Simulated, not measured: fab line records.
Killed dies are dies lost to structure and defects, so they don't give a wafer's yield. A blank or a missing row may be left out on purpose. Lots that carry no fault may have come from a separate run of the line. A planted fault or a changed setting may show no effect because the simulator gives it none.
One fault seen from 2 desks + flow berkeley-cmos170 + numbers are kept per desk, each desk with only its own; the story behind them comes last

## AT THE TOOL OWNER'S DESK: krf-scanner-02
The tool's own readings at UCB170_V2_EXPOSE_09 (exposes mask VIA2, target cd 700 nm): means of the sampled wafers that have a number, for each lot that ran on this tool. The brackets show how far a lot's mean lies from the usual mean; more than 4 standard deviations puts the lot out of limits, marked OUT.
Columns: A = exposure-dose-mJ-cm2 at UCB170_V2_EXPOSE_09, usual 37.00
| lot  | first seen here | A                |
|------|-----------------|------------------|
| L873 | day 9 00:36     | 36.97            |
| L874 | day 9 01:11     | 37.02            |
| L876 | day 9 23:00     | 37.02            |
| L875 | day 10 00:29    | 37.02            |
| L879 | day 11 09:58    | 37.07            |
| L881 | day 11 14:23    | 37.05            |
| L891 | day 13 17:16    | 36.76 (-6.4) OUT |
Finding of this desk: L891 out of limits; the first was L891 at day 13 17:16, on exposure-dose-mJ-cm2 at UCB170_V2_EXPOSE_09. L873, L874, L876, L875, L879, L881: within limits.

## AT THE METROLOGY DESK
Lot by lot, what the gauges showed, no matter which tool ran the lot: averages of those sampled wafers that carry a number. The brackets show how far a lot's mean lies from the usual mean; more than 4 standard deviations puts the lot out of limits, marked OUT.
Columns: A = cd-nm at UCB170_V2_CD_MEAS_12, usual 699.7 nm
| lot  | first seen here | A                |
|------|-----------------|------------------|
| L873 | day 9 01:10     | 698.8            |
| L874 | day 9 01:35     | 699.2            |
| L876 | day 9 23:23     | 700.6            |
| L875 | day 10 00:53    | 699.8            |
| L877 | day 10 17:02    | 697.0            |
| L878 | day 10 18:09    | 697.4            |
| L879 | day 11 11:05    | 698.1            |
| L881 | day 11 14:58    | 699.1            |
| L890 | day 13 11:36    | 698.4            |
| L891 | day 13 18:08    | 706.2 (+5.4) OUT |
| L892 | day 13 19:56    | 700.6            |
| L895 | day 14 05:10    | 699.9            |
| L893 | day 14 08:17    | 700.0            |
Finding of this desk: L891 out of limits; the first was L891 at day 13 18:08, on cd-nm at UCB170_V2_CD_MEAS_12. L873, L874, L876, L875, L877, L878, L879, L881, L890, L892, L895, L893: within limits.

## PUT TOGETHER
At day 13 17:16, on L891, the tool owner's desk was in a position to raise an alarm.
At day 13 18:08 the metrology desk could have sounded an alarm, on L891.
Of the lots named, all ran UCB170_V2_EXPOSE_09 on krf-scanner-02.

## WHAT WAS PUT IN BY THE SIMULATOR
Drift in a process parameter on krf-scanner-02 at UCB170_V2_EXPOSE_09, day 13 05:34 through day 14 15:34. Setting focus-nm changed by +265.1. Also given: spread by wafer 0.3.
Shown lots that were struck: L891.
Counting hours from when the fault started, the first reading out of limits came at 12 for the tool owner's desk and at 13 for the metrology desk.
